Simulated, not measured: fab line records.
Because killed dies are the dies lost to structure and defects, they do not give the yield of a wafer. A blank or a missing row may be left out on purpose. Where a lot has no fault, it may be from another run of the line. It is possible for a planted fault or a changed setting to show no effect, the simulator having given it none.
2 desks, one fault	flow berkeleyCmos170	each desk holds nothing but its own numbers, with what lay behind them at the end

FROM THE METROLOGY DESK
Means of the sampled wafers that have a number, per lot and without regard to the tool the lot ran on: this is what the gauges read. Any lot whose mean is over 4 standard deviations away from the usual mean is out of limits and marked OUT; that distance is given in the brackets.
Columns: A = cdNm at UCB170_GATE_CD_MEAS_12, usual 349.8 nm; B = NLDD_OVL at UCB170_NLDD_OVL_MEAS_07, usual 0 nm; C = NLDD_TW at UCB170_NLDD_TW_MEAS_11, usual 2215; D = PSD_TW at UCB170_PSD_TW_MEAS_10, usual 2326; E = NLDD_RS at UCB170_SDANNEAL_RS_MEAS_05, usual 616.4 ohm/sq
lot	first seen here	A	B	C	D	E
L504	day 7 04:41	350.8	5	2230	2337	615.7
L506	day 8 07:28	347.8	-4	2223	2349	616.0
L507	day 8 07:32	349.1	-2	2234	2351	616.7
L510	day 8 07:55	350.1	3	2241	2346	618.5
L505	day 8 08:16	349.6	7	2185	2349	616.3
L511	day 8 19:22	351.6	-3	2233	2294	614.7
L513	day 9 09:47	350.4	2	2188	2321	618.6
L516	day 9 18:25	348.4	9	2205	2348	616.1
L518	day 10 09:53	351.3	-6	2206	2311	616.0
L520	day 10 22:08	353.7	0	2376 (+9.0) OUT	2296	516.7 (-66) OUT
L521	day 11 02:47	349.2	-4	2342 (+7.0) OUT	2328	517.7 (-66) OUT
L524	day 11 03:19	349.5	-7	2215	2329	615.9
L523	day 11 03:50	349.8	0	2385 (+9.4) OUT	2293	518.6 (-65) OUT
L525	day 12 02:38	347.4	7	2186	2293	617.2
L526	day 12 09:02	349.2	-4	2221	2306	616.5
Finding of this desk: L520, L521, L523 out of limits, first seen on L520 at day 11 06:53 (NLDD_TW at UCB170_NLDD_TW_MEAS_11). L504, L506, L507, L510, L505, L511, L513, L516, L518, L524, L525, L526: within limits.

TOOL OWNER'S DESK, implanter-01
UCB170_NLDD_IMPLANT_08, tool's own readings: per-lot mean of the sampled wafers with a number, covering each lot this tool ran. Any lot whose mean is over 4 standard deviations away from the usual mean is out of limits and marked OUT; that distance is given in the brackets.
Columns: A = doseIonsCm2 at UCB170_NLDD_IMPLANT_08, usual 5.001e+13; B = endStationPressureTorr at UCB170_NLDD_IMPLANT_08, usual 5.08e-06 Torr; C = faradayCurrentUA at UCB170_NLDD_IMPLANT_08, usual 159
lot	first seen here	A	B	C
L507	day 8 12:51	5.002e+13	4.95e-06	161
L505	day 8 14:17	5.000e+13	5.04e-06	156
L516	day 10 00:04	4.993e+13	5.08e-06	159
L518	day 10 13:38	4.999e+13	5.21e-06	161
L520	day 11 06:29	7.937e+13 (+99 or more) OUT	5.32e-06	250 (+29) OUT
L521	day 11 08:48	7.934e+13 (+99 or more) OUT	5.26e-06	246 (+28) OUT
L523	day 11 09:08	7.931e+13 (+99 or more) OUT	5.05e-06	252 (+30) OUT
This desk finds L520, L521, L523 out of limits, L520 being first, at day 11 06:29 (doseIonsCm2 at UCB170_NLDD_IMPLANT_08). L507, L505, L516, L518: within limits.

PUT TOGETHER
The tool owner's desk had the chance to raise an alarm at day 11 06:29 on L520, L521, L523.
Metrology desk: alarm possible at day 11 06:53 on L520, L521, L523.
Of the lots named, all ran UCB170_NLDD_IMPLANT_08 on implanter-01.

WHAT THE SIMULATOR HAD PUT IN
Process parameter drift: implanter-01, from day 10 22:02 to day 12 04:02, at UCB170_NLDD_IMPLANT_08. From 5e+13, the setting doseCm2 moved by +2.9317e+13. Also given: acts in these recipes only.
Lots struck among those shown: L520, L521, L523.
Fault start to first reading out of limits, in hours, per desk: tool owner, 8; metrology, 9.
